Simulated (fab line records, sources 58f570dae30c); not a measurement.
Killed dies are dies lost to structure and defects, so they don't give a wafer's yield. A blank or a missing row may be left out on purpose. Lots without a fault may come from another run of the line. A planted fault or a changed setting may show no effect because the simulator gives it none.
A struck lot beside a sound one | flow berkeley_cmos170 | 20 steps out of a route of 331
Sound: wafers L957.1, L957.4, L957.6. Struck: wafers L958.1, L958.2, L958.4. The cause comes at the end.
At each step with rows: each side's tool, then ch and its chambers, then its first start. Under that, the readings that differ: sound wafers | struck wafers | difference of the means | sigmas: that difference in standard deviations of wafers without a fault.
alike: readings whose means differ by less than 2 such deviations, and words and numbers that are the same on both sides. not compared: withheld readings, readings that some wafer has no value for, bounds like >300 that may hide the same value, and numbers for which the record gives no deviation and whose values overlap.
The two part at a step that has a row with sigmas, a row that says differs or no value, or rows on one side only. Numbers that don't overlap but have no deviation are shown without sigmas and don't part them. A reading that every wafer of one side lacks parts them only if that side has two wafers or more.

first, 4 steps without rows for these wafers: UCB170_PLDD_SOFTBAKE_02 (time 60 s); UCB170_PLDD_EXPOSE_03 (exposes mask PSELECT, target cd 1200 nm); UCB170_PLDD_PEB_04; UCB170_PLDD_DEVELOP_05 (develop time 45 s).
UCB170_PLDD_CD_MEAS_06: target cd 1200 nm.
  sound on cd_sem-02, day 9 21:42; struck on cd_sem-01, day 9 21:55
  alike: cd_nm
UCB170_PLDD_OVL_MEAS_07:
  sound on overlay-01, day 9 21:49; struck on overlay-02, day 9 22:02
  alike: PLDD_OVL
then, 2 steps without rows for these wafers: UCB170_PLDD_IMPLANT_08; UCB170_PLDD_IMPLANT_09.
UCB170_PLDD_STRIP_10: strips in O2.
  sound on plasma_asher-02 ch 0,1, day 9 22:10; struck on plasma_asher-03 ch 0,1, day 9 22:22
  alike: drypump_motor_current_A, oes_product_au, strip_time_to_endpoint_s
  not compared: rf_hours_counter_h
UCB170_PLDD_TW_MEAS_11:
  sound on film_metro-01, day 9 22:16; struck on film_metro-03, day 9 22:28
  alike: PLDD_TW
then, 2 steps without rows for these wafers: UCB170_PLDD_CLEAN_12 (cleans in SPM, time 600 s); UCB170_NLDD_HMDS_00 (prime time 60 s).
UCB170_NLDD_COAT_01: resist thk 900 nm.
  sound on litho_track-02 ch 0, day 9 22:38; struck on litho_track-01, day 9 22:51
  no value came back on the struck wafers for chill_plate_temp_C (C), dispense_pressure_kPa (kPa), resist_line_temp_C (C); on the sound wafers chill_plate_temp_C (C) reads 23.10 23.00 23.00
then, 4 steps without rows for these wafers: UCB170_NLDD_SOFTBAKE_02 (time 60 s); UCB170_NLDD_EXPOSE_03 (exposes mask NSELECT, target cd 1200 nm); UCB170_NLDD_PEB_04; UCB170_NLDD_DEVELOP_05 (develop time 45 s).
UCB170_NLDD_CD_MEAS_06: target cd 1200 nm.
  sound on cd_sem-02, day 10 00:07; struck on cd_sem-01, day 10 00:20
  reading    | sound                | struck | difference                    | sigmas
  cd_nm (nm) | 1201.5 1202.0 1201.1 | - - -  | no value on the struck wafers |
UCB170_NLDD_OVL_MEAS_07:
  sound on overlay-01, day 10 00:14; struck on overlay-02, day 10 00:27
  reading       | sound  | struck | difference                    | sigmas
  NLDD_OVL (nm) | 4 0 -3 | - - -  | no value on the struck wafers |
UCB170_M3_PROBE_99:
  the record has rows for the struck wafers here (prober-01, day 11 14:49) and none for the sound ones

WHERE THEY PART
First at UCB170_NLDD_COAT_01; last, within this record, at UCB170_M3_PROBE_99.

WHY: what the simulator had put in
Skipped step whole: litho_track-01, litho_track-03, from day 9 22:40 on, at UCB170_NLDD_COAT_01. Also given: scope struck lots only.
